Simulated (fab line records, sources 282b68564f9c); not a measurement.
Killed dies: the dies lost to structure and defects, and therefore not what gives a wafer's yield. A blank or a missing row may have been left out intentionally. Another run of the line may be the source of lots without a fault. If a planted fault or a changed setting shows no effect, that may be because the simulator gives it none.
Which tool was responsible?    flow rit cmos    15 lots with 45 wafers sampled at 2 steps, on a route of 202 steps

## WHAT THE GAUGES READ, wafer by wafer
RIT_FOX1_THK_MEAS_01.
lot   measured     on             FOX1_OXIDE_THK (nm)
L483  day 1 17:33  film metro-02  342 339 342
L485  day 2 03:52  film metro-03  361 367 366
L486  day 2 08:11  film metro-04  355 362 357
L487  day 2 12:58  film metro-04  366 361 363
L488  day 2 20:50  film metro-03  357 351 355
L490  day 3 04:11  film metro-04  352 352 355
L491  day 3 10:09  film metro-03  361 350 353
L492  day 3 14:01  film metro-02  360 361 355
L493  day 3 18:49  film metro-03  347 346 351
L494  day 4 01:01  film metro-03  345 345 348
L496  day 4 11:50  film metro-04  528 519 529 529 519 529
L499  day 5 02:46  film metro-02  555 561 553 555 561 554
L501  day 5 13:08  film metro-04  353 350 353
L504  day 6 03:40  film metro-04  516 515 520 515 515 520
L506  day 6 13:22  film metro-04  349 348 343

## EACH LOT AND THE TOOL THAT RAN IT (in order: tool; ch and the chambers of the sampled wafers; start)
lot   RIT_FOX1_OXIDATION_00
L483  furnace-02 ch 0, day 1 16:14
L485  furnace-03 ch 0, day 2 02:32
L486  furnace-03 ch 0, day 2 06:52
L487  furnace-03 ch 0, day 2 11:39
L488  furnace-02 ch 0, day 2 19:31
L490  furnace-02 ch 0, day 3 02:53
L491  furnace-03 ch 0, day 3 08:50
L492  furnace-03 ch 0, day 3 12:41
L493  furnace-02 ch 0, day 3 17:31
L494  furnace-01 ch 0, day 3 23:41
L496  furnace-03 ch 0, day 4 09:03
L499  furnace-03 ch 0, day 4 23:57
L501  furnace-03 ch 0, day 5 11:48
L504  furnace-02 ch 0, day 6 00:51
L506  furnace-01 ch 0, day 6 12:03
- RIT_FOX1_OXIDATION_00: target thk 350.7 nm, ox time 1130 s.

## WHAT THE TOOLS THEMSELVES READ (means of the sampled wafers that have a number; where no wafer has one, the mark that the record gives instead)
RIT_FOX1_OXIDATION_00.
lot   tool        ox temp c max  tube_center_temp_C_max  zone power load pct (%)  zone power source pct (%)
L483  furnace-02  1104.4         1102.8                  42                       44.6
L485  furnace-03  1106.6         1102.6                  45                       43.8
L486  furnace-03  1107.1         1102.4                  45                       43.5
L487  furnace-03  1107.1         1102.7                  45                       43.7
L488  furnace-02  1104.6         1102.7                  42                       44.4
L490  furnace-02  1104.8         1102.4                  42                       44.2
L491  furnace-03  1107.0         1103.0                  45                       43.6
L492  furnace-03  1106.6         1102.9                  45                       43.3
L493  furnace-02  1104.9         1102.7                  42                       44.5
L494  furnace-01  1107.5         1102.9                  33                       40.9
L496  furnace-03  1106.2         1102.8                  45                       43.6
L499  furnace-03  1106.1         1102.8                  45                       43.4
L501  furnace-03  1105.3         1103.1                  45                       43.7
L504  furnace-02  1105.3         1102.7                  42                       44.7
L506  furnace-01  1107.2         1102.6                  33                       41.0

## THE ANSWER, worked out from the rows above alone
Rule: the lots themselves supply what counts as usual. Put in order of their means at a reading, lots are off if they are a third of the lots or fewer, leave a main group of 4 or more, and stand apart from it by a gap of 3 or more times the standard deviation of the main group's means; of several such gaps the widest counts. Not used: any main group whose means are identical at the precision the tables above print for the reading. A lot without any number at a reading at which 4 lots or more have one is off too. Where the step has rows for the other lots, those lots are counted as sound. After the gauges, taken in route order, come the tools' own readings; for these a lot's mean is taken, as printed above. At the first step where some lot is off, the reading lying furthest off is the one used; lots without a number count as furthest.
Off: L496, L499, L504, at RIT_FOX1_THK_MEAS_01 (FOX1_OXIDE_THK). Mean 353 nm and standard deviation 6.8 in the main group.
A tool fits if, at a process step before that reading, it ran every lot that is off, and no sound lot after the first of them. Gauges at RIT_FOX1_THK_MEAS_01: tried the same way as those tools. Not one of the candidates tried fits.

## WHAT THE SIMULATOR PUT IN
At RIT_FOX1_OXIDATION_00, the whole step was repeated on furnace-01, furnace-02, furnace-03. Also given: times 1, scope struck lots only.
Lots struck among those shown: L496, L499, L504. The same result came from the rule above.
